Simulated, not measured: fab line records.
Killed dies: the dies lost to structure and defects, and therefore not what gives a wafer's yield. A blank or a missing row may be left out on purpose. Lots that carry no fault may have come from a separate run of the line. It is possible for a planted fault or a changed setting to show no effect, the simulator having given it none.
Which of the tools did it?    flow rit-cmos    14 lots, 42 wafers sampled, at 3 steps of a route of 202

## WHAT EACH GAUGE READ, for each wafer
RIT_NWELL_TW_MEAS_10. Usual: for NWELL_TW the level is 2141 and the standard deviation is 18.
lot   measured     on             NWELL_TW        flag
L940  day 2 00:55  film-metro-02  2147 2146 2146  
L941  day 2 09:17  film-metro-02  2163 2148 2156  
L943  day 2 16:10  film-metro-04  2131 2132 2136  
L944  day 2 22:40  film-metro-04  2144 2139 2133  
L945  day 3 01:08  film-metro-02  2170 2181 2167  
L947  day 3 09:45  film-metro-02  2184 2163 2167  
L952  day 4 14:48  film-metro-01  2460 2471 2474  OFF
L953  day 5 00:47  film-metro-01  2454 2464 2460  OFF
L955  day 5 06:10  film-metro-04  2141 2137 2142  
L958  day 5 23:26  film-metro-01  2117 2117 2121  
L959  day 6 03:14  film-metro-02  2134 2150 2145  
L960  day 6 03:34  film-metro-04  2145 2141 2144  
L962  day 6 17:07  film-metro-01  2148 2127 2132  
L963  day 6 20:51  film-metro-04  2148 2140 2146  

RIT_WELLDRIVE_RS_MEAS_01: the measuring method here is four-point-probe. Usual: for NWELL_RS the level is 275.7 ohm/sq and the standard deviation is 0.8.
lot   measured     on             NWELL_RS (ohm/sq)  flag
L940  day 2 08:42  film-metro-04  276.7 276.3 275.7  
L941  day 2 18:41  film-metro-04  275.4 275.6 276.0  
L943  day 3 00:25  film-metro-02  275.9 274.5 275.4  
L944  day 3 05:44  film-metro-04  274.7 275.7 275.1  
L945  day 3 09:17  film-metro-04  273.1 274.3 274.0  
L947  day 3 16:35  film-metro-01  273.8 275.2 274.0  
L952  day 5 00:54  film-metro-02  209.1 208.7 208.6  OFF
L953  day 5 07:37  film-metro-02  208.8 208.1 208.1  OFF
L955  day 5 15:05  film-metro-01  274.7 275.5 274.9  
L958  day 6 08:07  film-metro-04  275.5 276.1 275.5  
L959  day 6 11:15  film-metro-01  276.9 275.9 276.8  
L960  day 6 11:16  film-metro-02  275.3 275.7 276.2  
L962  day 7 01:07  film-metro-01  274.7 275.8 274.2  
L963  day 7 05:00  film-metro-02  275.4 275.9 275.3  

## TOOL THAT RAN EACH LOT (tool first, then ch and the chambers of the sampled wafers, then the start)
lot   RIT_NWELL_IMPLANT_08
L940  implanter-04 ch 0, day 2 00:36
L941  implanter-04 ch 0, day 2 08:58
L943  implanter-04 ch 0, day 2 15:51
L944  implanter-04 ch 0, day 2 22:20
L945  implanter-02 ch 0, day 3 00:49
L947  implanter-04 ch 0, day 3 09:28
L952  implanter-04 ch 0, day 4 14:29
L953  implanter-04 ch 0, day 5 00:28
L955  implanter-02 ch 0, day 5 05:51
L958  implanter-01 ch 0, day 5 23:08
L959  implanter-01 ch 0, day 6 02:55
L960  implanter-02 ch 0, day 6 03:16
L962  implanter-02 ch 0, day 6 16:48
L963  implanter-01 ch 0, day 6 20:32
- RIT_NWELL_IMPLANT_08

## AS READ BY THE TOOLS THEMSELVES (means over the sampled wafers that have a number; for cases with no such wafer, the mark the record gives instead)
RIT_NWELL_IMPLANT_08. Usual: dose-ions-cm2 5e+13, standard deviation 5.1e+10; faraday-current-uA 158, standard deviation 3.1.
lot   tool          dose-ions-cm2  faraday-current-uA  flag
L940  implanter-04  5e+13          158                 
L941  implanter-04  5e+13          161                 
L943  implanter-04  5e+13          157                 
L944  implanter-04  5e+13          158                 
L945  implanter-02  5e+13          158                 
L947  implanter-04  5e+13          160                 
L952  implanter-04  8e+13          254                 OFF
L953  implanter-04  8e+13          258                 OFF
L955  implanter-02  5e+13          157                 
L958  implanter-01  5e+13          158                 
L959  implanter-01  5e+13          160                 
L960  implanter-02  5e+13          157                 
L962  implanter-02  5e+13          157                 
L963  implanter-01  5e+13          160                 

## THE ANSWER, worked out from the rows above alone
Rule: a lot counts as off when the mean over its wafers that have a number is more than 3 standard deviations away from the usual mean. A lot without any number at a reading at which 4 lots or more have one is off too. The other lots that the step has rows for count as sound. The gauges are gone through in route order, then the tools' own readings, and for those a lot's mean is taken as printed above. The first step at which some lot is off is used, and at that step the reading that is off furthest; a lot without a number counts as furthest.
Off: L952, L953, seen at RIT_NWELL_TW_MEAS_10 (NWELL_TW).
A tool fits if, at a process step before that reading, it ran every lot that is off, and no sound lot after the first of them. Not tried: the gauges at RIT_NWELL_TW_MEAS_10; whatever is off there is also off at RIT_WELLDRIVE_RS_MEAS_01, on other tools, and gauge error can't account for it. One fits: implanter-04 at RIT_NWELL_IMPLANT_08. A fault onset in the window from L947 (day 3 09:28, its last sound lot) to L952 (day 4 14:29, its first lot off) fits.
The tool's own readings at RIT_NWELL_IMPLANT_08 bear it out: on the lots that are off they differ by more than 5 times the standard deviation of the sound lots' means. dose-ions-cm2 reads 8e+13 there against 5e+13 on the sound lots; faraday-current-uA reads 256 there against 158 on the sound lots.

## WHAT THE SIMULATOR HAD INSERTED
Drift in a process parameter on implanter-04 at RIT_NWELL_IMPLANT_08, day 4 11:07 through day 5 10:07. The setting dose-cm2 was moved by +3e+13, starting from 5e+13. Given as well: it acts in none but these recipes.
Struck lots among those shown: L952, L953. The rule above reached the same finding.
